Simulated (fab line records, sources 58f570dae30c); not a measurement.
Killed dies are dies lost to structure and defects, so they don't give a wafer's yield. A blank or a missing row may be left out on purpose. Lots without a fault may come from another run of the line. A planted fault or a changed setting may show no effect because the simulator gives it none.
Tool commonality check | flow berkeley_cmos170 | 14 lots, 42 wafers sampled

WHY IT WAS OPENED
At UCB170_SILICIDE_RS_MEAS_02 the reading SILICIDE_TI_RS is flagged on 2 of 14 lots. Wafers without a fault read 26.1 ohm/sq, standard deviation 0.47.
Rule: a lot is flagged when every wafer of it that has a number lies more than 4 standard deviations from that mean, or none has a number. The other lots count as sound.

lot  | measured     | on            | SILICIDE_TI_RS (ohm/sq), wafer by wafer | flag
L100 | day 8 05:17  | film_metro-04 | 25.4 25.4 25.9                          |
L998 | day 8 05:24  | film_metro-01 | 26.6 26.8 27.1                          |
L999 | day 8 05:32  | film_metro-04 | 25.9 26.1 26.3                          |
L997 | day 8 05:44  | film_metro-01 | 25.7 25.4 25.6                          |
L103 | day 8 14:32  | film_metro-01 | 26.8 26.4 26.7                          |
L104 | day 8 16:59  | film_metro-04 | 25.7 26.1 26.3                          |
L101 | day 8 18:41  | film_metro-02 | 26.5 26.5 26.5                          |
L105 | day 8 22:06  | film_metro-01 | 25.9 26.5 26.0                          |
L106 | day 9 16:38  | film_metro-04 | 25.8 25.7 25.9                          |
L108 | day 10 06:33 | film_metro-02 | 25.7 26.0 26.1                          |
L114 | day 10 22:19 | film_metro-04 | 25.0 25.8 25.0                          |
L116 | day 11 10:26 | film_metro-01 | 17.0 16.8 17.0                          | FLAGGED
L117 | day 11 21:24 | film_metro-02 | 17.2 17.2 17.0                          | FLAGGED
L118 | day 12 00:10 | film_metro-01 | 25.5 25.2 25.6                          |
The numbers of the flagged lots are 17.0 ohm/sq on average: -9.1 ohm/sq against the usual, or -19 standard deviations.

WHICH TOOL RAN EACH LOT
The record holds 1 process step before the reading, out of a route of 331 steps. In each cell: the tool, then ch and the chambers that the sampled wafers went through, then the start.
lot  | flag    | UCB170_SILICIDE_SPUTTER_01
L100 |         | pvd_sputter-03, day 8 05:14
L998 |         | pvd_sputter-04, day 8 05:14
L999 |         | pvd_sputter-01, day 8 05:22
L997 |         | pvd_sputter-03, day 8 05:43
L103 |         | pvd_sputter-04, day 8 14:29
L104 |         | pvd_sputter-01, day 8 16:57
L101 |         | pvd_sputter-04, day 8 18:38
L105 |         | pvd_sputter-01, day 8 22:04
L106 |         | pvd_sputter-01, day 9 16:36
L108 |         | pvd_sputter-04, day 10 06:28
L114 |         | pvd_sputter-03, day 10 22:17
L116 | FLAGGED | pvd_sputter-04, day 11 10:24
L117 | FLAGGED | pvd_sputter-04, day 11 21:21
L118 |         | pvd_sputter-01, day 12 00:08
What these steps do:
- UCB170_SILICIDE_SPUTTER_01: material Ti, target thk 30 nm, time 25 s.
- UCB170_SILICIDE_RS_MEAS_02: measures by four-point-probe.

FLAGGED OVER TOTAL, TOOL BY TOOL (the gauges that took the reading come last)
step                       | tool           | lots run | flagged | share of the flagged lots | sound lots run after its first flagged lot
UCB170_SILICIDE_SPUTTER_01 | pvd_sputter-01 | 5        | 0       | none                      | -
UCB170_SILICIDE_SPUTTER_01 | pvd_sputter-03 | 3        | 0       | none                      | -
UCB170_SILICIDE_SPUTTER_01 | pvd_sputter-04 | 6        | 2       | all                       | 0
UCB170_SILICIDE_RS_MEAS_02 | film_metro-01  | 6        | 1       | some                      | 1 (L118)
UCB170_SILICIDE_RS_MEAS_02 | film_metro-02  | 3        | 1       | some                      | 0
UCB170_SILICIDE_RS_MEAS_02 | film_metro-04  | 5        | 0       | none                      | -

WHAT THE TABLE ALLOWS
1 row of the table ran every flagged lot: pvd_sputter-04 at UCB170_SILICIDE_SPUTTER_01.
- pvd_sputter-04 at UCB170_SILICIDE_SPUTTER_01: 2 of its 6 lots flagged. Its last sound lot is L108 (day 10 06:28), its first flagged lot L116 (day 11 10:24): a fault that began between those two fits.
One tool is left: pvd_sputter-04 at UCB170_SILICIDE_SPUTTER_01.

WHAT THE SIMULATOR HAD PUT IN
Process parameter drift: pvd_sputter-04, from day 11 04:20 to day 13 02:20, at UCB170_SILICIDE_SPUTTER_01. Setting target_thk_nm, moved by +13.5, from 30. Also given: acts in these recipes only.
Lots struck among those shown: L116, L117. The rule above found the same.
